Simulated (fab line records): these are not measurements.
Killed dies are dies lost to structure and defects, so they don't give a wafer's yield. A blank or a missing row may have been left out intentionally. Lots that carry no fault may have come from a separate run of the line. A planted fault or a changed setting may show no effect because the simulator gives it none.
Which tool is to blame? + flow berkeley cmos170 + Sampling: 7 lots, 21 wafers, 2 of 331 route steps

== WHAT THE GAUGES SHOWED, per wafer ==
UCB170_PWELL_OVL_MEAS_13.
| lot  | measured    | on         | PWELL_OVL (nm) |
|------|-------------|------------|----------------|
| L964 | day 3 09:50 | overlay-01 | 10 13 13       |
| L975 | day 5 18:29 | overlay-01 | 5 8 9          |
| L979 | day 6 21:37 | overlay-01 | -4 -4 -5       |
| L982 | day 7 11:49 | overlay-01 | 6 10 1         |
| L984 | day 7 22:10 | overlay-02 | 1 0 2          |
| L986 | day 8 07:57 | overlay-02 | 14 4 5         |

== TOOL THAT RAN EACH LOT (tool first, then ch and the chambers of the sampled wafers, then the start) ==
| lot  | UCB170_NWELL_WET_ETCH_18       |
|------|--------------------------------|
| L964 | wet bench-04 ch 3, day 2 13:56 |
| L975 | wet bench-04 ch 3, day 4 22:04 |
| L976 | wet bench-04 ch 2, day 5 05:55 |
| L979 | wet bench-03 ch 1, day 5 19:33 |
| L982 | wet bench-03 ch 3, day 6 17:08 |
| L984 | wet bench-01 ch 1, day 7 02:29 |
| L986 | wet bench-04 ch 3, day 7 08:35 |
- UCB170_NWELL_WET_ETCH_18: etches Si3N4 in H3PO4, time 14400 s.

== THE ANSWER, worked out from the rows above alone ==
Rule: the lots themselves supply what counts as usual. Put in order of their means at a reading, lots are off if they are a third of the lots or fewer, leave a main group of 4 or more, and stand apart from it by a gap of 3 or more times the standard deviation of the main group's means; of several such gaps the widest counts. The tables above print the reading to a certain number of digits; a main group whose means all agree to those digits is not used. Also off: a lot with no number at a reading for which 4 or more lots have one. The other lots that the step has rows for count as sound.
Nothing can be told from this: no lot is off at any reading shown.

== WHAT WAS PUT IN BY THE SIMULATOR ==
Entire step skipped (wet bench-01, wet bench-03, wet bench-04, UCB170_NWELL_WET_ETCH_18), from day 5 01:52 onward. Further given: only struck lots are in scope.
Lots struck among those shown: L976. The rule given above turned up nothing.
